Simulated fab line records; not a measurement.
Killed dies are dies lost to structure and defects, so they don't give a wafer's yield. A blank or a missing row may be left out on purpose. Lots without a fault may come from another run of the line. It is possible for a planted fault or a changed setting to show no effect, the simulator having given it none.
Split-lot trial | flow berkeley-cmos170 | 23 wafers read from 5 lots, route of 331 steps

## SPLIT DETAILS
At UCB170_PFIELD_IMPLANT_07, the setting energy-kev was moved away from the recipe's 80 on 8 of the 23 wafers read, by -1.8% to +5.0%. This setting was run at the recipe's value on the other wafers.

The split's own step is where the reading is taken.

## THE READING
implant.drp-nm (the simulator's own value, which no gauge read), in nm, at UCB170_PFIELD_IMPLANT_07. The file gives no usual value for it.

wafer  | tool, chamber at the split | energy-kev as run | against the recipe | implant.drp-nm, nm | against lot-mates on the recipe
L074.1 | implanter-04, 0            | 80                | recipe             | 74.86              | -
L074.2 | implanter-04, 0            | 80                | recipe             | 74.86              | -
L074.4 | implanter-04, 0            | 80                | recipe             | 74.86              | -
L074.5 | implanter-04, 0            | 80                | recipe             | 74.86              | -
L074.6 | implanter-04, 0            | 80                | recipe             | 74.86              | -
L076.1 | implanter-04, 0            | 82.2              | +2.8%              | 75.82              | +0.96
L076.3 | implanter-04, 0            | 82.2              | +2.8%              | 75.82              | +0.96
L076.5 | implanter-04, 0            | 82.2              | +2.8%              | 75.82              | +0.96
L076.4 | implanter-04, 0            | 80                | recipe             | 74.86              | -
L076.6 | implanter-04, 0            | 80                | recipe             | 74.86              | -
L080.1 | implanter-03, 0            | 80                | recipe             | 74.86              | -
L080.2 | implanter-03, 0            | 80                | recipe             | 74.86              | -
L080.5 | implanter-03, 0            | 80                | recipe             | 74.86              | -
L080.3 | implanter-03, 0            | 78.53             | -1.8%              | 74.19              | -0.67
L080.6 | implanter-03, 0            | 78.53             | -1.8%              | 74.19              | -0.67
L081.1 | implanter-03, 0            | 80                | recipe             | 74.86              | -
L081.2 | implanter-03, 0            | 80                | recipe             | 74.86              | -
L081.3 | implanter-03, 0            | 83.97             | +5.0%              | 76.57              | +1.71
L081.4 | implanter-03, 0            | 83.97             | +5.0%              | 76.57              | +1.71
L081.5 | implanter-03, 0            | 83.97             | +5.0%              | 76.57              | +1.71
L084.3 | implanter-04, 0            | 80                | recipe             | 74.86              | -
L084.5 | implanter-04, 0            | 80                | recipe             | 74.86              | -
L084.6 | implanter-04, 0            | 80                | recipe             | 74.86              | -

THE FIT
A straight line over all 23 wafers: implant.drp-nm changes by +0.348 nm for each +1% of energy-kev; r = +1.00; the points scatter about the line by 0.01 nm.
The same after taking each lot's own level away (the mean of its wafers on the recipe; 23 wafers): +0.348 nm for each +1%; r = +1.00; scatter 0.01 nm.
That fit puts the effect of the largest move of energy-kev on the reading at 1.7 nm.
The lots' own levels span 74.860 to 74.860 nm.
The two slopes are in agreement: the lot-to-lot level therefore moves the slope only a little.
Check: +1.72 nm against its lot-mates is what the line predicts for one of the wafers moved furthest among these (+5.0%) when that wafer is left out of the fit. Against them it came out at +1.71 nm.

## OTHER SPLITS ON THESE WAFERS
These wafers also went through other splits before the reading. Each is held against what the fit with the lots' levels taken away leaves over:
other split on the same wafers         | wafers away from the commonest value | r with implant.drp-nm (lot level and that fit taken away)
UCB170_ZERO_COAT_01 spin-rpm           | 8                                    | -0.29
UCB170_NWELL_CVD_04 temp-c             | 10                                   | -0.44
UCB170_PWELL_CVD_05 time-s             | 10                                   | +0.59
UCB170_ACTIVE_OXIDATION_02 ox-time-s   | 18                                   | -0.45
UCB170_ACTIVE_CVD_05 sih2cl2-flow-sccm | 15                                   | -0.56

## THE WHOLE CHAIN: every reading that the file lists as answering this split, in the file's order
step                     | what it does | reading                                                         | change (the file's fit)               | r (the file's)
UCB170_PFIELD_IMPLANT_07 |              | implant.rp-nm (the simulator's own value, which no gauge read)  | +2.21 nm for each +1% of the setting  | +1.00
UCB170_PFIELD_IMPLANT_07 |              | implant.drp-nm (the simulator's own value, which no gauge read) | +0.347 nm for each +1% of the setting | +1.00

## FILE'S OWN FIT
implant.drp-nm changes by +0.347 nm for each +1% of energy-kev, r = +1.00.
